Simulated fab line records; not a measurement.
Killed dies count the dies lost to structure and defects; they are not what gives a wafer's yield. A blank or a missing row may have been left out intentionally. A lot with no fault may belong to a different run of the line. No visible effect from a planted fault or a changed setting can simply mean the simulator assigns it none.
The same fault as seen by 2 desks || flow berkeley_cmos170 || numbers are kept per desk, each desk with only its own; the story behind them comes last

== TOOL OWNER'S DESK, rie_diel-01 ==
The tool's own readings at UCB170_PWELL_ETCH_14 (etches Si3N4 in CH3F/Ar/O2, stops on SiO2, target depth 242 nm, time 151 s): means of the sampled wafers that have a number, for each lot that ran on this tool. The brackets show how far a lot's mean lies from the usual mean; more than 4 standard deviations puts the lot out of limits, marked OUT.
Columns: A = O2_flow_sccm at UCB170_PWELL_ETCH_14, usual 6.999 sccm; B = drypump_motor_current_A at UCB170_PWELL_ETCH_14, usual 5.7 A; C = oes_product_au at UCB170_PWELL_ETCH_14, usual 0.930 a.u.; D = throttle_valve_pct at UCB170_PWELL_ETCH_14, usual 8.04 %
{"lot": "L143", "first seen here": "day 4 22:20", "A": 7.027, "B": 5.5, "C": 0.932, "D": 8.03}
{"lot": "L147", "first seen here": "day 5 19:17", "A": 6.992, "B": 6.2, "C": 0.897, "D": 8.01}
{"lot": "L148", "first seen here": "day 6 07:50", "A": 7.016, "B": 6.1, "C": 0.897, "D": 8.01}
This desk's finding: nothing out of limits on any of the 3 lots.

== THE METROLOGY DESK ==
Lot by lot, what the gauges showed, no matter which tool ran the lot: averages of those sampled wafers that carry a number. The brackets show how far a lot's mean lies from the usual mean; more than 4 standard deviations puts the lot out of limits, marked OUT.
Columns: A = PWELL_OXIDE_THK at UCB170_PWELL_THK_MEAS_03, usual 26.4 nm; B = PWELL_NITRIDE_THK at UCB170_PWELL_THK_MEAS_06, usual 219.5 nm; C = PWELL_OVL at UCB170_PWELL_OVL_MEAS_13, usual 1 nm; D = PWELL_TW at UCB170_PWELL_TW_MEAS_17, usual 378.7
{"lot": "L137", "first seen here": "day 3 14:07", "A": 26.5, "B": 222.9, "C": -5, "D": 376.0}
{"lot": "L143", "first seen here": "day 4 14:26", "A": 27.4, "B": 218.1, "C": -3, "D": 380.9}
{"lot": "L147", "first seen here": "day 5 10:09", "A": 26.6, "B": 220.7, "C": 3, "D": 377.9}
{"lot": "L148", "first seen here": "day 5 20:00", "A": 26.0, "B": 220.5, "C": 0, "D": 375.9}
{"lot": "L153", "first seen here": "day 6 18:40", "A": 26.0, "B": 218.2, "C": -5, "D": 376.4}
{"lot": "L156", "first seen here": "day 7 05:20", "A": 26.6, "B": 215.8, "C": -1, "D": 379.2}
This desk's finding: nothing out of limits on any of the 6 lots.

== ALL TOGETHER ==
The desk of the tool owner found nothing out of limits.
The metrology desk saw nothing out of limits.

== WHAT HAD BEEN PUT IN BY THE SIMULATOR ==
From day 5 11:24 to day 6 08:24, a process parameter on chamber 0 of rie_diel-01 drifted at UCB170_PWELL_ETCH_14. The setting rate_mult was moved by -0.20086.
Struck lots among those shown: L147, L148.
